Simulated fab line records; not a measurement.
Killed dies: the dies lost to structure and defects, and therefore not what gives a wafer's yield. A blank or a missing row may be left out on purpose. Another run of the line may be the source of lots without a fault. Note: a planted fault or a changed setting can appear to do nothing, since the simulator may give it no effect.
Matching of chambers + flow berkeley cmos170 + 4 sister chambers for UCB170_V2_CMP_02 on cmp-02
The step polishes SiO2. 8 wafers are shown with their chamber, then 11 later ones without.

## WAFERS PAIRED WITH THEIR CHAMBERS
| wafer  | chamber | motor current A (A) | platen rpm (rpm) |
|--------|---------|---------------------|------------------|
| L146.5 | 0       | 15.3                | 60.02            |
| L148.3 | 0       | 15.1                | 60.05            |
| L148.6 | 2       | 15.3                | 59.94            |
| L143.3 | 3       | 15.3                | 60.04            |
| L143.6 | 3       | 16.3                | 60.02            |
| L151.3 | 2       | 15.4                | 59.99            |
| L151.5 | 1       | 17.5                | 59.98            |
| L153.3 | 1       | 17.2                | 60.02            |

## WAFERS WITHOUT THEIR CHAMBER
| wafer  | motor current A (A) | platen rpm (rpm) |
|--------|---------------------|------------------|
| L153.5 | 16.4                | 59.99            |
| L153.6 | 15.3                | 60.01            |
| L155.1 | 16.3                | 60.03            |
| L155.4 | 15.2                | 60.03            |
| L155.6 | 16.0                | 60.01            |
| L156.2 | 15.2                | 59.96            |
| L156.3 | 16.1                | 59.98            |
| L156.5 | 16.0                | 60.02            |
| L160.1 | 15.8                | 60.03            |
| L160.2 | 15.5                | 59.96            |
| L160.3 | 15.4                | 60.02            |

## CHAMBER TAKEN BY EACH
| wafer  | from the rows above               | in truth                   |
|--------|-----------------------------------|----------------------------|
| L153.5 | can't be placed: 3 or 1 or 2 or 0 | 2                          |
| L153.6 | can't be placed: 0 or 3 or 2      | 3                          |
| L155.1 | can't be placed: 3 or 0 or 1      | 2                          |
| L155.4 | can't be placed: 0 or 3           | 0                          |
| L155.6 | can't be placed: 3 or 0 or 2      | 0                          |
| L156.2 | 2                                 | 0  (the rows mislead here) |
| L156.3 | can't be placed: 2 or 3 or 0 or 1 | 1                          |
| L156.5 | can't be placed: 3 or 0           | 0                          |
| L160.1 | can't be placed: 3 or 0           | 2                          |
| L160.2 | 2                                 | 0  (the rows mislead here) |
| L160.3 | can't be placed: 0 or 3 or 2      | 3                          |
Placed correctly: 0 of 11. Unplaceable from these rows: 9, with the true chamber sitting among the candidates in 7. 2 placed wrongly.
How it was worked out, from the rows above alone: a wafer's distance from a chamber is the root of the sum, over the readings, of the square of ((its reading less the chamber's mean) divided by the reading's scatter). If the next closest chamber is less than 2 further off than the closest, the wafer can't be placed; otherwise it belongs to the closest. A chamber's mean is the mean of its shown wafers. How the scatter is found: for the shown wafers, subtract from each reading the mean of its chamber, square and add these, divide the total by (wafers less chambers), then take the root.
